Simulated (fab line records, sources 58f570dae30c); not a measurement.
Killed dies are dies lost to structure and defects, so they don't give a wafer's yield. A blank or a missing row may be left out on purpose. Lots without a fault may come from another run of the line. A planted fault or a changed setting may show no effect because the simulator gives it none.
fab line records | flow berkeley_cmos170
record lots=5 wafers=23
route steps=331 shown SPACER@171 BACKSIDE@200 SILICIDE@211 M1@245 V1@254
start_h: hours from the record's first day to the start of the lot's first wafer shown | wait_h: hours since the lot's step before | " the same as in the row above | L1.1+2: a row that stands for several wafers | - no value, or no start given | * or withheld: withheld | < > ~ a bound
route shown NAME@n: a module of which the file shows steps, and the number in the route of the first | usual: mean/standard deviation of fault-free wafers | same: alike in all rows | chamber/n: place in a boat | sites: the reading at each site | _std_site: their standard deviation | _edge_site: outer sites' mean less inner sites' | radius_mm: how far each site lies from the wafer's centre | mask NAME#n: copy n | behind: the tool/chamber that last shaped the wafer | hold: why the lot was held/for how many hours/how that ended | device: the transistor (n, p or np) that didn't switch | end of line: the same wafers' tests at the end of the route | a step without rows: its recipe alone | killed: dies lost to structure and defects at the first sort, not the wafer's yield | map: a wafer's dies, x killed, . not, _ none there
set.NAME: the setting as run; set.NAME@STEP: as run at that earlier step | model.NAME: the simulator's own value behind a step, which no gauge read
lots whose settings were changed on purpose; a table a step, a row a wafer
## steps
# step UCB170_SPACER_CVD_00
# recipe material=SiO2 target_thk_nm=376 temp_c=390 precursor=TEOS/O2 time_s=47 rf_w=550 pressure_mtorr=9000
# columns lot.wafer tool chamber start_h wait_h set.time_s model.SiO2_of_SPACER_CVD_00.thk_nm
L077.2 pecvd-03 1 159.83 0.0 47 371.7
L077.3 " 2 " " 50.16 402.9
L077.4 " 2 " " 50.16 410.3
L077.5 " 1 " " 47 378
L077.6 " 0 " " 47 379.7
L074.1 pecvd-01 2 160.21 0.0 47 368.7
L074.5 " 1 " " 47 382.8
L074.6 " 2 " " 47 376.4
L076.1 pecvd-03 1 161.21 0.0 47 371.3
L076.2 " 0 " " 47 374.6
L076.3 " 2 " " 52.79 419.3
L076.4 " 0 " " 47 379.1
L076.6 " 2 " " 52.79 431.1
L084.1 pecvd-01 2 196.50 0.0 47 365.4
L084.3 " 1 " " 47 374.4
L084.4 " 1 " " 47 376.4
L084.5 " 0 " " 47 367.4
L084.6 " 2 " " 47 368.6
L081.1 pecvd-04 0 196.79 0.0 48.97 390.4
L081.2 " 2 " " 47 377.8
L081.3 " 1 " " 48.97 392.4
L081.5 " 1 " " 48.97 401.3
L081.6 " 0 " " 47 380.1
# step UCB170_SPACER_THK_MEAS_01
# recipe reads=SiO2_of_SPACER_CVD_00
# usual SPACER_TEOS_THK=376/5
# columns lot.wafer tool chamber start_h wait_h set.time_s@SPACER_CVD_00 SPACER_TEOS_THK[nm]
L077.2 film_metro-02 - 159.88 0.0 47 372
L077.3 " - " " 50.16 403
L077.4 " - " " 50.16 410
L077.5 " - " " 47 378
L077.6 " - " " 47 380
L074.1 film_metro-02 - 160.25 0.0 47 369
L074.5 " - " " 47 383
L074.6 " - " " 47 376
L076.1 film_metro-03 - 161.25 0.0 47 371
L076.2 " - " " 47 375
L076.3 " - " " 52.79 420
L076.4 " - " " 47 379
L076.6 " - " " 52.79 431
L084.1 film_metro-04 - 196.54 0.0 47 365
L084.3 " - " " 47 375
L084.4 " - " " 47 376
L084.5 " - " " 47 367
L084.6 " - " " 47 368
L081.1 film_metro-04 - 196.84 0.0 48.97 390
L081.2 " - " " 47 378
L081.3 " - " " 48.97 392
L081.5 " - " " 48.97 401
L081.6 " - " " 47 380
# step UCB170_SPACER_ANNEAL_02
# recipe temp_c=900 time_s=1800 ambient=N2
# step UCB170_SPACER_ETCHBACK_03
# recipe stop_on=Si target=SiO2 chemistry=CHF3/CF4/Ar CHF3_flow_sccm=50 cf4_flow_sccm=10 Ar_flow_sccm=120 pressure_mtorr=200 rf_w=500 target_depth_a=3760 time_s=100
# columns lot.wafer tool chamber start_h wait_h set.time_s@SPACER_CVD_00 model.etch.depth_nm
L074.1 rie_diel-03 2 164.86 0.0 47 368.7
L074.5 " 2 " " 47 382.8
L074.6 " 1 " " 47 376.4
L077.2 rie_diel-01 1 164.86 0.0 47 371.7
L077.3 " 0 " " 50.16 402.9
L077.4 " 2 " " 50.16 410.3
L077.5 " 1 " " 47 378
L077.6 " 0 " " 47 379.7
L076.1 rie_diel-03 1 164.93 0.1 47 371.3
L076.2 " 0 " " 47 374.6
L076.3 " 2 " " 52.79 419.3
L076.4 " 3 " " 47 379.1
L076.6 " 2 " " 52.79 431.1
L084.1 rie_diel-03 2 203.86 0.0 47 365.4
L084.3 " 1 " " 47 374.4
L084.4 " 3 " " 47 376.4
L084.5 " 3 " " 47 367.4
L084.6 " 0 " " 47 368.6
L081.1 rie_diel-03 2 203.93 0.1 48.97 390.4
L081.2 " 0 " " 47 377.8
L081.3 " 1 " " 48.97 392.4
L081.5 " 1 " " 48.97 401.3
L081.6 " 2 " " 47 380.1
# step UCB170_BACKSIDE_COAT_01
# recipe resist=KrF spin_rpm=1500 resist_thk_nm=900
# columns lot.wafer tool chamber start_h wait_h set.resist_thk_nm model.KrF_of_BACKSIDE_COAT_01.thk_nm
L074.1 litho_track-03 0 170.03 0.1 900 899.2
L074.5 " 0 " " 900 896.9
L074.6 " 0 " " 900 898.3
L077.2 litho_track-04 0 170.18 0.1 900 898.2
L077.3 " 0 " " 864.7 860.3
L077.4 " 0 " " 864.7 861.4
L077.5 " 0 " " 900 896.2
L077.6 " 0 " " 864.7 862.4
L076.1 litho_track-03 0 170.48 0.1 900 902.3
L076.2 " 0 " " 900 900.8
L076.3 " 0 " " 900 899
L076.4 " 0 " " 900 900.2
L076.6 " 0 " " 900 900.4
L084.1 litho_track-04 0 207.76 0.1 900 902.8
L084.3 " 0 " " 900 899.2
L084.4 " 0 " " 900 903.4
L084.5 " 0 " " 900 900.9
L084.6 " 0 " " 900 899.6
L081.1 litho_track-03 0 207.91 0.1 900 900.2
L081.2 " 0 " " 900 900.9
L081.3 " 0 " " 900 901
L081.5 " 0 " " 853.9 854.6
L081.6 " 0 " " 853.9 853.1
# step UCB170_BACKSIDE_SOFTBAKE_02
# recipe resist=KrF temp_c=130 time_s=60
# step UCB170_BACKSIDE_STRIP_03
# recipe chemistry=O2 power_w=400 pressure_mtorr=3500 platen_temp_c=withheld o2_flow_sccm=400 overash_fraction=0.5
# usual strip_time_to_endpoint_s=21.96/0.044
# columns lot.wafer tool chamber start_h wait_h set.resist_thk_nm@BACKSIDE_COAT_01 strip_time_to_endpoint_s
L074.1 plasma_asher-04 1 170.33 0.1 900 21.94
L074.5 " 0 " " 900 21.88
L074.6 " 1 " " 900 21.93
L077.2 plasma_asher-04 0 170.45 0.1 900 21.93
L077.3 " 1 " " 864.7 21.02
L077.4 " 0 " " 864.7 21.03
L077.5 " 0 " " 900 21.86
L077.6 " 1 " " 864.7 21.08
L076.1 plasma_asher-01 0 170.78 0.1 900 22.03
L076.2 " 1 " " 900 21.99
L076.3 " 1 " " 900 21.94
L076.4 " 0 " " 900 21.97
L076.6 " 0 " " 900 21.97
L084.1 plasma_asher-01 1 208.06 0.1 900 22.04
L084.3 " 0 " " 900 21.94
L084.4 " 1 " " 900 22.05
L084.5 " 0 " " 900 21.97
L084.6 " 1 " " 900 21.96
L081.1 plasma_asher-04 0 208.21 0.1 900 21.97
L081.2 " 1 " " 900 21.99
L081.3 " 0 " " 900 21.99
L081.5 " 1 " " 853.9 20.90
L081.6 " 0 " " 853.9 20.85
# step UCB170_SILICIDE_SPUTTER_01
# recipe material=Ti target_thk_nm=30 time_s=25 power_w=1500 chamber_pressure_pa=0.5
# columns lot.wafer tool chamber start_h wait_h set.power_w model.Ti_of_SILICIDE_SPUTTER_01.thk_nm
L074.1 pvd_sputter-01 - 172.98 0.0 1500 30.09
L074.5 " - " " 1500 30.33
L074.6 " - " " 1500 29.96
L076.1 pvd_sputter-04 - 173.46 0.0 1323 26.45
L076.2 " - " " 1500 29.45
L076.3 " - " " 1500 29.94
L076.4 " - " " 1500 29.87
L076.6 " - " " 1323 26.77
L077.2 pvd_sputter-01 - 173.46 0.0 1500 30.34
L077.3 " - " " 1642 33.27
L077.4 " - " " 1500 30.55
L077.5 " - " " 1642 33.38
L077.6 " - " " 1500 30.38
L084.1 pvd_sputter-04 - 209.15 0.0 1433 28.79
L084.3 " - " " 1500 29.24
L084.4 " - " " 1433 28.16
L084.5 " - " " 1500 29.56
L084.6 " - " " 1500 29.78
L081.1 pvd_sputter-02 - 209.50 0.0 1500 30.37
L081.2 " - " " 1500 30.24
L081.3 " - " " 1500 30.14
L081.5 " - " " 1500 30.31
L081.6 " - " " 1500 30.27
# step UCB170_SILICIDE_RS_MEAS_02
# recipe thk_meas_gauge=four-point-probe reads=Ti_of_SILICIDE_SPUTTER_01
# usual SILICIDE_TI_RS=26.0/0.31
# columns lot.wafer tool chamber start_h wait_h set.power_w@SILICIDE_SPUTTER_01 SILICIDE_TI_RS[ohm/sq]
L074.1 film_metro-01 - 173.04 0.0 1500 26.1
L074.5 " - " " 1500 25.8
L074.6 " - " " 1500 26.2
L076.1 film_metro-04 - 173.49 0.0 1323 30.3
L076.2 " - " " 1500 26.6
L076.3 " - " " 1500 26.1
L076.4 " - " " 1500 26.2
L076.6 " - " " 1323 29.8
L077.2 film_metro-02 - 173.51 0.0 1500 25.8
L077.3 " - " " 1642 23.1
L077.4 " - " " 1500 25.6
L077.5 " - " " 1642 23.1
L077.6 " - " " 1500 25.8
L084.1 film_metro-04 - 209.18 0.0 1433 27.4
L084.3 " - " " 1500 26.9
L084.4 " - " " 1433 28.1
L084.5 " - " " 1500 26.6
L084.6 " - " " 1500 26.3
L081.1 film_metro-01 - 209.53 0.0 1500 25.7
L081.2 " - " " 1500 25.9
L081.3 " - " " 1500 26.0
L081.5 " - " " 1500 25.8
L081.6 " - " " 1500 25.8
# step UCB170_SILICIDE_THK_MEAS_03
# recipe thk_meas_gauge=xrf reads=Ti_of_SILICIDE_SPUTTER_01
# usual SILICIDE_TI_THK=30.2/0.33
# columns lot.wafer tool chamber start_h wait_h set.power_w@SILICIDE_SPUTTER_01 SILICIDE_TI_THK[nm]
L074.1 film_metro-01 - 173.16 0.1 1500 30.2
L074.5 " - " " 1500 30.5
L074.6 " - " " 1500 30.1
L076.1 film_metro-04 - 173.61 0.1 1323 26.5
L076.2 " - " " 1500 29.3
L076.3 " - " " 1500 30.0
L076.4 " - " " 1500 29.7
L076.6 " - " " 1323 26.9
L077.2 film_metro-02 - 173.62 0.1 1500 30.5
L077.3 " - " " 1642 33.4
L077.4 " - " " 1500 30.5
L077.5 " - " " 1642 33.4
L077.6 " - " " 1500 30.4
L084.1 film_metro-04 - 209.30 0.1 1433 28.8
L084.3 " - " " 1500 29.3
L084.4 " - " " 1433 28.3
L084.5 " - " " 1500 29.7
L084.6 " - " " 1500 29.9
L081.1 film_metro-01 - 209.65 0.1 1500 30.4
L081.2 " - " " 1500 30.5
L081.3 " - " " 1500 30.2
L081.5 " - " " 1500 30.5
L081.6 " - " " 1500 30.3
# step UCB170_M1_PEB_07
# recipe peb_temp_c=130 peb_time_s=withheld resist=KrF
# columns lot.wafer tool chamber start_h wait_h set.peb_temp_c
L074.1+5+6 litho_track-04 0 178.83 0.1 130
L076.1+3 litho_track-01 0 181.07 0.4 130
L076.2+4+6 " 0 " " 132.9
L077.2+3 litho_track-02 0 181.57 0.7 127.4
L077.4+5+6 " 0 " " 130
L081.1+2+3+5+6 litho_track-02 0 220.53 0.6 130
L084.1+3+4+5+6 litho_track-02 0 220.80 0.5 130
# step UCB170_M1_DEVELOP_08
# recipe developer=TMAH develop_time_s=45 resist=KrF dev_temp_c=21
# step UCB170_M1_CD_MEAS_09
# recipe target_cd_nm=700
# usual cd_nm=699.8/1.4
# columns lot.wafer tool chamber start_h wait_h set.peb_temp_c@M1_PEB_07 cd_nm
L074.1 cd_sem-02 - 179.11 - 130 700.7
L074.5 " - " " 130 699.8
L074.6 " - " " 130 702.0
L076.1 cd_sem-02 - 181.35 - 130 697.3
L076.2 " - " " 132.9 680.7
L076.3 " - " " 130 698.7
L076.4 " - " " 132.9 681.4
L076.6 " - " " 132.9 680.5
L077.2 cd_sem-02 - 181.92 - 127.4 717.7
L077.3 " - " " 127.4 716.9
L077.4 " - " " 130 698.2
L077.5 " - " " 130 696.6
L077.6 " - " " 130 698.7
L081.1 cd_sem-02 - 220.80 - 130 700.4
L081.2 " - " " 130 699.0
L081.3 " - " " 130 698.5
L081.5 " - " " 130 699.5
L081.6 " - " " 130 697.6
L084.1 cd_sem-02 - 221.08 - 130 698.3
L084.3 " - " " 130 699.9
L084.4 " - " " 130 698.6
L084.5 " - " " 130 700.1
L084.6 " - " " 130 699.6
# step UCB170_M1_ETCH_11
# recipe chemistry=N2/H2 target_depth_a=withheld overetch_a=withheld target=BARC time_s=withheld source_w=500 bias_w=100 pressure_mtorr=30 n2_flow_sccm=100 h2_flow_sccm=200
# columns lot.wafer tool chamber start_h wait_h set.peb_temp_c@M1_PEB_07 model.M1.cd_nm
L074.1 rie_diel-03 1 179.26 0.0 130 701.2
L074.5 " 1 " " 130 700
L074.6 " 2 " " 130 702.2
L076.1 rie_diel-03 2 181.50 0.0 130 698.3
L076.2 " 1 " " 132.9 681.6
L076.3 " 0 " " 130 699.3
L076.4 " 3 " " 132.9 681.9
L076.6 " 1 " " 132.9 681.3
L077.2 rie_diel-01 3 182.05 0.0 127.4 717.1
L077.3 " 2 " " 127.4 716.2
L077.4 " 1 " " 130 698.2
L077.5 " 2 " " 130 695.4
L077.6 " 3 " " 130 697.9
L081.1 rie_diel-03 1 220.96 0.0 130 700.8
L081.2 " 2 " " 130 699.3
L081.3 " 0 " " 130 698.3
L081.5 " 2 " " 130 699.8
L081.6 " 1 " " 130 697.7
L084.1 rie_diel-01 1 221.23 0.0 130 698.2
L084.3 " 3 " " 130 699.9
L084.4 " 2 " " 130 698
L084.5 " 1 " " 130 699.2
L084.6 " 0 " " 130 699.7
# step UCB170_M1_METAL_ETCH_12
# recipe chemistry=Cl2/BCl3 target=Al stop_on=PSG pressure_mtorr=12 target_depth_a=7800 over_etch_frac=0.3 time_s=130 icp_w=600 bias_w=120 Cl2_flow_sccm=90 bcl3_flow_sccm=45
# columns lot.wafer tool chamber start_h wait_h set.peb_temp_c@M1_PEB_07 model.M1.cd_nm
L074.1 rie_metal-02 1 179.31 - 130 701.6
L074.5 " 1 " " 130 701.4
L074.6 " 1 " " 130 702.7
L076.1 rie_metal-03 0 181.54 - 130 697.9
L076.2 " 1 " " 132.9 678.4
L076.3 " 1 " " 130 697
L076.4 " 0 " " 132.9 681.4
L076.6 " 0 " " 132.9 679.7
L077.2 rie_metal-02 1 182.10 - 127.4 717.1
L077.3 " 1 " " 127.4 714.7
L077.4 " 0 " " 130 696.9
L077.5 " 0 " " 130 692.9
L077.6 " 1 " " 130 698.7
L081.1 rie_metal-01 1 221.00 - 130 702.8
L081.2 " 0 " " 130 699.1
L081.3 " 0 " " 130 697.5
L081.5 " 1 " " 130 700.9
L081.6 " 0 " " 130 696.1
L084.1 rie_metal-03 0 221.28 - 130 699
L084.3 " 0 " " 130 700.7
L084.4 " 1 " " 130 697
L084.5 " 0 " " 130 700.4
L084.6 " 1 " " 130 698.3
# step UCB170_M1_STRIP_13
# recipe chemistry=O2 power_w=400 pressure_mtorr=3500 platen_temp_c=withheld o2_flow_sccm=400 overash_fraction=0.5
# step UCB170_M1_CD_MEAS_90
# recipe target_cd_nm=700
# usual cd_nm=699.3/2.4
# columns lot.wafer tool chamber start_h wait_h set.peb_temp_c@M1_PEB_07 cd_nm
L074.1 cd_sem-02 - 179.67 0.1 130 701.7
L074.5 " - " " 130 701.2
L074.6 " - " " 130 702.8
L076.1 cd_sem-02 - 181.78 0.1 130 697.9
L076.2 " - " " 132.9 678.4
L076.3 " - " " 130 696.9
L076.4 " - " " 132.9 681.4
L076.6 " - " " 132.9 679.6
L077.2 cd_sem-02 - 182.35 0.1 127.4 717.2
L077.3 " - " " 127.4 714.5
L077.4 " - " " 130 697.0
L077.5 " - " " 130 692.8
L077.6 " - " " 130 698.7
L081.1 cd_sem-02 - 221.24 0.1 130 703.0
L081.2 " - " " 130 699.2
L081.3 " - " " 130 697.3
L081.5 " - " " 130 701.2
L081.6 " - " " 130 696.6
L084.1 cd_sem-01 - 221.51 0.1 130 699.0
L084.3 " - " " 130 700.9
L084.4 " - " " 130 697.2
L084.5 " - " " 130 700.2
L084.6 " - " " 130 698.4
# step UCB170_V1_CVD_00
# recipe material=SiO2 target_thk_nm=2000 temp_c=390 precursor=TEOS/O2 time_s=250 rf_w=550 pressure_mtorr=9000
# columns lot.wafer tool chamber start_h wait_h set.time_s model.SiO2_of_V1_CVD_00.thk_nm
L074.1 pecvd-03 2 181.96 0.0 250 1969
L074.5 " 0 " " 250 1999
L074.6 " 1 " " 250 1997
L076.1 pecvd-02 2 183.29 0.0 272.3 2152
L076.2 " 1 " " 272.3 2106
L076.3 " 0 " " 272.3 2144
L076.4 " 2 " " 250 2000
L076.6 " 0 " " 250 1983
L077.2 pecvd-03 1 184.62 0.0 250 1985
L077.3 " 2 " " 229.7 1852
L077.4 " 1 " " 229.7 1840
L077.5 " 0 " " 229.7 1844
L077.6 " 2 " " 250 2000
L081.1 pecvd-03 1 222.69 0.0 250 1973
L081.2 " 2 " " 250 1958
L081.3 " 0 " " 250 1985
L081.5 " 0 " " 250 2025
L081.6 " 1 " " 250 1988
L084.1 pecvd-04 0 224.02 0.0 250 1952
L084.3 " 1 " " 250 1978
L084.4 " 2 " " 261.6 2093
L084.5 " 1 " " 261.6 2097
L084.6 " 0 " " 250 2013
# step UCB170_V1_THK_MEAS_01
# recipe reads=SiO2_of_V1_CVD_00
# usual V1_TEOS_THK=1992/20
# columns lot.wafer tool chamber start_h wait_h set.time_s@V1_CVD_00 V1_TEOS_THK[nm]
L074.1 film_metro-03 - 182.11 0.1 250 1967
L074.5 " - " " 250 1999
L074.6 " - " " 250 1997
L076.1 film_metro-04 - 183.44 0.1 272.3 2153
L076.2 " - " " 272.3 2105
L076.3 " - " " 272.3 2144
L076.4 " - " " 250 2002
L076.6 " - " " 250 1984
L077.2 film_metro-04 - 184.79 0.1 250 1985
L077.3 " - " " 229.7 1851
L077.4 " - " " 229.7 1841
L077.5 " - " " 229.7 1844
L077.6 " - " " 250 1999
L081.1 film_metro-03 - 222.84 0.1 250 1972
L081.2 " - " " 250 1960
L081.3 " - " " 250 1985
L081.5 " - " " 250 2025
L081.6 " - " " 250 1988
L084.1 film_metro-03 - 224.18 0.1 250 1953
L084.3 " - " " 250 1979
L084.4 " - " " 261.6 2092
L084.5 " - " " 261.6 2095
L084.6 " - " " 250 2015
# step UCB170_V1_ETCH_14
# recipe chemistry=CHF3/CF4/Ar target=SiO2 stop_on=Al CHF3_flow_sccm=45 cf4_flow_sccm=15 Ar_flow_sccm=150 pressure_mtorr=200 rf_w=700 target_depth_a=12500 over_etch_frac=0.25 time_s=291
# columns lot.wafer tool chamber start_h wait_h set.time_s model.KrF_of_V1_COAT_07.thk_nm
L074.1 rie_diel-02 3 183.99 0.0 291 606.6
L074.5 " 2 " " 291 609.6
L074.6 " 3 " " 291 605.1
L076.1 rie_diel-03 1 187.91 0.0 291 616.8
L076.2 " 3 " " 291 613.3
L076.3 " 0 " " 291 620.5
L076.4 " 2 " " 291 611.5
L076.6 " 0 " " 291 622.4
L077.2 rie_diel-02 2 188.76 0.0 291 613.4
L077.3 " 3 " " 326.3 576.4
L077.4 " 1 " " 291 616.9
L077.5 " 3 " " 326.3 577.4
L077.6 " 2 " " 326.3 579.1
L081.1 rie_diel-02 0 224.88 0.0 291 609.8
L081.2 " 1 " " 291 613.7
L081.3 " 2 " " 247.7 652.7
L081.5 " 0 " " 291 611.3
L081.6 " 3 " " 247.7 650.2
L084.1 rie_diel-03 0 227.03 0.0 291 611.4
L084.3 " 1 " " 313 589.3
L084.4 " 2 " " 291 605.9
L084.5 " 0 " " 313 593.3
L084.6 " 1 " " 291 607.6
# step UCB170_V1_STRIP_15
# recipe chemistry=O2 power_w=400 pressure_mtorr=3500 platen_temp_c=withheld o2_flow_sccm=400 overash_fraction=0.5
# usual strip_time_to_endpoint_s=15.33/0.1
# columns lot.wafer tool chamber start_h wait_h set.time_s@V1_ETCH_14 strip_time_to_endpoint_s
L074.1 plasma_asher-02 1 184.17 0.1 291 15.24
L074.5 " 1 " " 291 15.30
L074.6 " 0 " " 291 15.21
L076.1 plasma_asher-02 1 188.09 0.1 291 15.47
L076.2 " 0 " " 291 15.41
L076.3 " 1 " " 291 15.55
L076.4 " 0 " " 291 15.34
L076.6 " 1 " " 291 15.60
L077.2 plasma_asher-04 1 188.93 0.1 291 15.40
L077.3 " 1 " " 326.3 14.52
L077.4 " 0 " " 291 15.47
L077.5 " 0 " " 326.3 14.54
L077.6 " 1 " " 326.3 14.57
L081.1 plasma_asher-03 0 225.05 0.1 291 15.31
L081.2 " 1 " " 291 15.40
L081.3 " 0 " " 247.7 16.25
L081.5 " 0 " " 291 15.34
L081.6 " 1 " " 247.7 16.20
L084.1 plasma_asher-03 1 227.20 0.1 291 15.35
L084.3 " 0 " " 313 14.82
L084.4 " 1 " " 291 15.22
L084.5 " 0 " " 313 14.91
L084.6 " 1 " " 291 15.26
## key
split step=UCB170_SPACER_CVD_00 setting=time_s stated=47 by=wafer
response step=UCB170_SPACER_CVD_00 reading=model.SiO2_of_SPACER_CVD_00.thk_nm change=+4.13 per=1% r=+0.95
response step=UCB170_SPACER_THK_MEAS_01 reading=SPACER_TEOS_THK change=+4.13 per=1% r=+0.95
response step=UCB170_SPACER_ETCHBACK_03 reading=model.etch.depth_nm change=+4.13 per=1% r=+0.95
split step=UCB170_BACKSIDE_COAT_01 setting=resist_thk_nm stated=900 by=wafer
response step=UCB170_BACKSIDE_COAT_01 reading=model.KrF_of_BACKSIDE_COAT_01.thk_nm change=+9.14 per=1% r=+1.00
response step=UCB170_BACKSIDE_STRIP_03 reading=strip_time_to_endpoint_s change=* per=1% r=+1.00
split step=UCB170_SILICIDE_SPUTTER_01 setting=power_w stated=1500 by=wafer
response step=UCB170_SILICIDE_SPUTTER_01 reading=model.Ti_of_SILICIDE_SPUTTER_01.thk_nm change=+0.278 per=1% r=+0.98
response step=UCB170_SILICIDE_RS_MEAS_02 reading=SILICIDE_TI_RS change=-0.298 per=1% r=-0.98
response step=UCB170_SILICIDE_THK_MEAS_03 reading=SILICIDE_TI_THK change=+0.272 per=1% r=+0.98
split step=UCB170_M1_PEB_07 setting=peb_temp_c stated=130 by=wafer
response step=UCB170_M1_CD_MEAS_09 reading=cd_nm change=-8.59 per=1% r=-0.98
response step=UCB170_M1_ETCH_11 reading=model.M1.cd_nm change=-8.62 per=1% r=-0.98
response step=UCB170_M1_METAL_ETCH_12 reading=model.M1.cd_nm change=-8.78 per=1% r=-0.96
response step=UCB170_M1_CD_MEAS_90 reading=cd_nm change=-8.75 per=1% r=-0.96
split step=UCB170_V1_CVD_00 setting=time_s stated=250 by=wafer
response step=UCB170_V1_CVD_00 reading=model.SiO2_of_V1_CVD_00.thk_nm change=+17.9 per=1% r=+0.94
response step=UCB170_V1_THK_MEAS_01 reading=V1_TEOS_THK change=+17.7 per=1% r=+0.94
split step=UCB170_V1_ETCH_14 setting=time_s stated=291 by=wafer
response step=UCB170_V1_ETCH_14 reading=model.KrF_of_V1_COAT_07.thk_nm change=-2.76 per=1% r=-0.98
response step=UCB170_V1_STRIP_15 reading=strip_time_to_endpoint_s change=* per=1% r=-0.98
